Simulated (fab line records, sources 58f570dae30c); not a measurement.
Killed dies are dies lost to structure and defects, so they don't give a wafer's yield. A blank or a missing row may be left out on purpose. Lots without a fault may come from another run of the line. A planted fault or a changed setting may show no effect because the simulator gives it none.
Which tool did it? | flow berkeley_cmos170 | 7 lots, 21 wafers sampled, at 4 steps of a route of 331

WHAT THE GAUGES READ, wafer by wafer
UCB170_NVT_TW_MEAS_09.
lot  | measured     | on            | NVT_TW
L832 | day 6 15:19  | film_metro-02 | 519 517 520
L831 | day 6 15:02  | film_metro-02 | 520 521 519
L838 | day 8 04:56  | film_metro-01 | 526 529 527
L840 | day 8 13:13  | film_metro-02 | 520 514 515
L848 | day 10 17:13 | film_metro-02 | 522 521 520
L850 | day 11 05:37 | film_metro-02 | 522 522 522
L849 | day 11 05:21 | film_metro-02 | 519 520 518

WHICH TOOL RAN EACH LOT (tool, then ch and the chambers of the sampled wafers, then the start)
lot  | UCB170_ACTIVE_ETCH_15             | UCB170_ACTIVE_STRIP_16              | UCB170_NVT_IMPLANT_07
L832 | rie_diel-02 ch 0,3, day 5 05:40   | plasma_asher-04 ch 0,1, day 5 05:46 | implanter-03 ch 0, day 6 15:05
L831 | rie_diel-03 ch 0,2,3, day 5 06:13 | plasma_asher-04 ch 0,1, day 5 06:19 | implanter-04 ch 0, day 6 14:47
L838 | rie_diel-03 ch 0,2,3, day 6 11:53 | plasma_asher-03 ch 0,1, day 6 11:59 | implanter-04 ch 0, day 8 04:42
L840 | rie_diel-02 ch 0,2,3, day 7 00:42 | plasma_asher-01 ch 0,1, day 7 00:48 | implanter-03 ch 0, day 8 12:58
L848 | rie_diel-02 ch 1,2,3, day 8 15:02 | plasma_asher-03 ch 0,1, day 8 15:10 | implanter-01 ch 0, day 10 16:59
L850 | rie_diel-02 ch 0,3, day 9 06:17   | plasma_asher-01 ch 0,1, day 9 06:23 | implanter-01 ch 0, day 11 05:22
L849 | rie_diel-03 ch 0,1, day 9 06:25   | plasma_asher-01 ch 0,1, day 9 06:31 | implanter-01 ch 0, day 11 05:07
- UCB170_ACTIVE_ETCH_15: etches Si3N4 in CH3F/Ar/O2, stops on SiO2, target depth 242 nm, time 151 s.
- UCB170_ACTIVE_STRIP_16: strips in O2.
- UCB170_NVT_IMPLANT_07

THE ANSWER, worked out from the rows above alone
Rule: what is usual is taken from the lots themselves. Put in order of their means at a reading, lots are off if they are a third of the lots or fewer, leave a main group of 4 or more, and stand apart from it by a gap of 3 or more times the standard deviation of the main group's means; of several such gaps the widest counts. A main group whose means are all the same, to the digits that the tables above print for the reading, isn't used. A lot without any number at a reading at which 4 lots or more have one is off too. The other lots that the step has rows for count as sound.
No lot is off at any reading shown: from this, nothing can be told.

WHAT THE SIMULATOR HAD PUT IN
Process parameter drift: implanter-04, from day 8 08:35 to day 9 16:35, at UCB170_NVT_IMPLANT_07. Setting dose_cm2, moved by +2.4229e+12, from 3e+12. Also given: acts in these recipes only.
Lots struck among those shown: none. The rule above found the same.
